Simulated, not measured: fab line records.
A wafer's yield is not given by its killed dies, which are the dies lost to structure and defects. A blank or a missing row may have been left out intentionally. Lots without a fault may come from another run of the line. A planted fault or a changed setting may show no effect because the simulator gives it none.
Split-lot trial -- flow ritCmos -- 10 wafers read across 3 lots, on a route 202 steps long

## ON THE SPLIT
At RIT_CONTACT_STRIP_12 (strips in O2, time 180 s), the setting timeS was moved away from the recipe's 180 s on 3 of the 10 wafers read, by -14.8% to -4.3%. All remaining wafers had this setting at the recipe value.

## THE PATH FROM SPLIT TO READING: the file shows 1 step between them
- RIT_CONTACT_CD_MEAS_90: target cd 1000 nm

## THE READING
etest.nmos_0p15.rOnOhmUm (the simulator's own value, which no gauge read), at RIT_M1_PROBE_99. No usual value for it is given in the file. The 7 wafers here that ran the recipe average 1134.6, standard deviation 84.

wafer,"tool, chamber at the split","timeS as run, s",against the recipe,etest.nmos_0p15.rOnOhmUm,against lot-mates on the recipe
L077.2,"plasmaAsher-01, 1,0,1",180,recipe,1304,-
L077.6,"plasmaAsher-01, 0,1",153.3,-14.8%,1059,-245.0
L076.2,"plasmaAsher-03, 1,0,1",180,recipe,1164,-
L076.3,"plasmaAsher-03, 1,0,1",180,recipe,1169,-
L076.4,"plasmaAsher-03, 1,0,1",180,recipe,1121,-
L080.2,"plasmaAsher-02, 0,1,1",180,recipe,1020,-
L080.3,"plasmaAsher-02, 0",172.3,-4.3%,971.1,-90.2
L080.4,"plasmaAsher-02, 0,1,1",180,recipe,1070,-
L080.5,"plasmaAsher-02, 0,1,1",180,recipe,1094,-
L080.6,"plasmaAsher-02, 0",172.3,-4.3%,968.5,-92.8
Where a row lists several chambers, the file gives one row for several wafers and doesn't say which wafer went through which chamber.

THE FIT
A straight line over all 10 wafers: etest.nmos_0p15.rOnOhmUm changes by +7.84 for each +1% of timeS; r = +0.36; the points scatter about the line by 1e+02.
The same after taking each lot's own level away (the mean of its wafers on the recipe; 10 wafers): +16.9 for each +1%; r = +0.96; scatter 25.
According to that fit, moving timeS by its largest amount changes the reading by 2.5e+02.
Measured against the standard deviation above, the lots' own levels, which go from 1061.33 to 1304.00, span 2.9 times it.
So the lot-to-lot level blurs the effect unless lot-mates are compared.
Check: for one of the wafers moved furthest among these (-14.8%), held out of the fit, the line's prediction against its lot-mates is -317. Against them it came out at -245.

## OTHER SPLITS APPLIED TO THESE WAFERS
Before the reading, these wafers also passed through other splits. Each is held against what the fit with the lots' levels taken away leaves over:
other split on the same wafers,wafers away from the commonest value,r with etest.nmos_0p15.rOnOhmUm (lot level and that fit taken away)
RIT_SPACER_CVD_03 tempC,2,+0.14
RIT_NSD_IMPLANT_08 energyKev,5,+0.42
RIT_PSD_SOFTBAKE_02 tempC,5,-0.11
RIT_SDANNEAL_CLEAN_01 timeS,5,+0.02
RIT_SILICIDE_SPUTTER_01 powerW,5,+0.32
RIT_CONTACT_DEVELOP_07 developTimeS,1,-0.14

## THE WHOLE CHAIN: every reading that the file lists as answering this split, in the file's order
step,what it does,reading,change (the file's fit),r (the file's)
RIT_M1_PROBE_99,,"etest.pmos_0p3.rOnOhmUm (the simulator's own value, which no gauge read)",+29.8 for each +1% of the setting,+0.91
RIT_M1_PROBE_99,,"etest.nmos_0p3.rOnOhmUm (the simulator's own value, which no gauge read)",+7.8 for each +1% of the setting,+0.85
RIT_M1_PROBE_99,,"etest.nmos_0p15.rOnOhmUm (the simulator's own value, which no gauge read)",+17.3 for each +1% of the setting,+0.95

## FILE'S OWN FIT
etest.nmos_0p15.rOnOhmUm changes by +17.3 for each +1% of timeS, r = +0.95.
